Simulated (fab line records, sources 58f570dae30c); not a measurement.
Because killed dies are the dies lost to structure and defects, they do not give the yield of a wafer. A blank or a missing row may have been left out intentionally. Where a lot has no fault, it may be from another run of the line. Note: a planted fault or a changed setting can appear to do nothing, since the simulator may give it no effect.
Which tool is to blame?    flow berkeleyCmos170    7 lots with 21 wafers sampled at 2 steps, on a route of 331 steps

== WHAT EACH GAUGE READ, for each wafer ==
UCB170_SPACER_THK_MEAS_01.
lot   measured      on            SPACER_TEOS_THK (nm)
L954  day 6 10:34   filmMetro-01  379 390 384
L956  day 6 18:17   filmMetro-04  365 383 368
L963  day 7 12:56   filmMetro-03  374 369 379
L961  day 7 12:58   filmMetro-01  379 387 382
L960  day 7 13:41   filmMetro-01  378 383 374
L974  day 9 21:37   filmMetro-04  378 236 373
L977  day 10 16:53  filmMetro-04  377 382 373

== EACH LOT AND THE TOOL THAT RAN IT (in order: tool; ch and the chambers of the sampled wafers; start) ==
lot   UCB170_SPACER_CVD_00
L954  pecvd-04 ch 0,1, day 6 10:31
L956  pecvd-04 ch 0,2, day 6 18:14
L963  pecvd-01 ch 0,1,2, day 7 12:53
L961  pecvd-04 ch 0,1, day 7 12:54
L960  pecvd-01 ch 0,1,2, day 7 13:38
L974  pecvd-02 ch 0,1,2, day 9 21:34
L977  pecvd-04 ch 0,1,2, day 10 16:50
- UCB170_SPACER_CVD_00: deposits SiO2 from TEOS/O2, target thk 376 nm, time 47 s.

== THE ANSWER, worked out from the rows above alone ==
Rule: the lots themselves supply what counts as usual. The widest of any qualifying gaps counts: lots, ordered by their means at a reading, are off when they make up no more than a third of the lots, leave a main group of 4 or more, and stand apart from it by 3 or more times the standard deviation of that group's means. Not used: any main group whose means are identical at the precision the tables above print for the reading. Also off: a lot with no number at a reading for which 4 or more lots have one. Any other lot the step has rows for is counted as sound.
Off: L974, seen at UCB170_SPACER_THK_MEAS_01 (SPACER_TEOS_THK). For the main group the mean is 378 nm and the standard deviation 4.4.
If a tool, at a process step before that reading, ran all the lots that are off and no sound lot after the first of them, it fits. Those tools and the gauges at UCB170_SPACER_THK_MEAS_01 are tried in the same way. One candidate fits, namely pecvd-02 at UCB170_SPACER_CVD_00. It ran no sound lot before its first lot that is off in this sample, so the start can't be narrowed down.

== WHAT THE SIMULATOR HAD INSERTED ==
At UCB170_SPACER_CVD_00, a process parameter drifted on pecvd-02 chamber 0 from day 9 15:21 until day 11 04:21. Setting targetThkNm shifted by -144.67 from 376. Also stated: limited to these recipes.
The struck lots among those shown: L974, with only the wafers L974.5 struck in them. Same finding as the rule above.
